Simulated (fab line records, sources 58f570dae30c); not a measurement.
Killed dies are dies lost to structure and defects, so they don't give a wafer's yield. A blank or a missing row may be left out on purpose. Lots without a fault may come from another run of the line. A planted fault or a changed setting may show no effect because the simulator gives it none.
One fault seen from 2 desks | flow berkeley_cmos170 | each desk has only its own numbers; what lay behind them comes last

THE METROLOGY DESK
What the gauges read, lot by lot, whatever tool the lot ran on: means of the sampled wafers that have a number. A lot is out of limits, marked OUT, if its mean lies more than 4 standard deviations from the usual mean; the brackets give that distance.
Columns: A = WELLDRIVE_OXIDE_THK at UCB170_WELLDRIVE_THK_MEAS_02, usual 198 nm; B = GATE_OVL at UCB170_GATE_OVL_MEAS_13, usual -2 nm; C = M3_OVL at UCB170_M3_OVL_MEAS_16, usual 1 nm
lot  | first seen here | A   | B   | C
L231 | day 3 14:11     | 199 | 3   | -3
L232 | day 3 19:30     | 200 | -9  | -0
L235 | day 4 06:18     | 197 | -9  | 6
L234 | day 4 06:19     | 196 | 0   | 5
L236 | day 4 06:19     | 196 | -3  | -1
L237 | day 4 16:59     | 199 | -4  | -6
L238 | day 5 00:43     | 199 | 0   | 0
L243 | day 6 02:20     | 200 | -4  | 6
L245 | day 6 15:36     | 191 | 2   | -3
L247 | day 7 00:32     | 197 | -2  | -1
L248 | day 7 05:08     | 193 | -6  | -4
L249 | day 7 05:08     | 193 | 3   | 9
L251 | day 8 01:31     | 202 | -2  | 1
L252 | day 8 05:00     | 202 | 6   | -2
L253 | day 8 07:50     | 196 | -10 | 9
This desk's finding: nothing out of limits on any of the 15 lots.

THE TOOL OWNER'S DESK: rie_diel-01
The tool's own readings at UCB170_PWELL_ETCH_14 (etches Si3N4 in CH3F/Ar/O2, stops on SiO2, target depth 242 nm, time 151 s): means of the sampled wafers that have a number, for each lot that ran on this tool. A lot is out of limits, marked OUT, if its mean lies more than 4 standard deviations from the usual mean; the brackets give that distance.
Columns: A = chamber_pressure_mTorr at UCB170_PWELL_ETCH_14, usual 50.00 mTorr; B = drypump_motor_current_A at UCB170_PWELL_ETCH_14, usual 5.44 A; C = oes_product_au at UCB170_PWELL_ETCH_14, usual 0.937 a.u.; D = throttle_valve_pct at UCB170_PWELL_ETCH_14, usual 8.09 %
lot  | first seen here | A     | B    | C     | D
L232 | day 3 04:49     | 49.99 | 5.62 | 0.942 | 8.17
L235 | day 3 18:26     | 50.02 | 5.29 | 0.935 | 8.05
L236 | day 3 18:47     | 50.01 | 5.14 | 0.923 | 8.08
L238 | day 4 10:32     | 50.00 | 5.30 | 0.927 | 8.04
L252 | day 7 14:53     | 49.95 | 5.40 | 0.941 | 8.06
L253 | day 7 20:10     | 50.00 | 5.39 | 0.938 | 8.06
This desk's finding: nothing out of limits on any of the 6 lots.

PUT TOGETHER
The metrology desk saw nothing out of limits.
The tool owner's desk saw nothing out of limits.

WHAT THE SIMULATOR HAD PUT IN
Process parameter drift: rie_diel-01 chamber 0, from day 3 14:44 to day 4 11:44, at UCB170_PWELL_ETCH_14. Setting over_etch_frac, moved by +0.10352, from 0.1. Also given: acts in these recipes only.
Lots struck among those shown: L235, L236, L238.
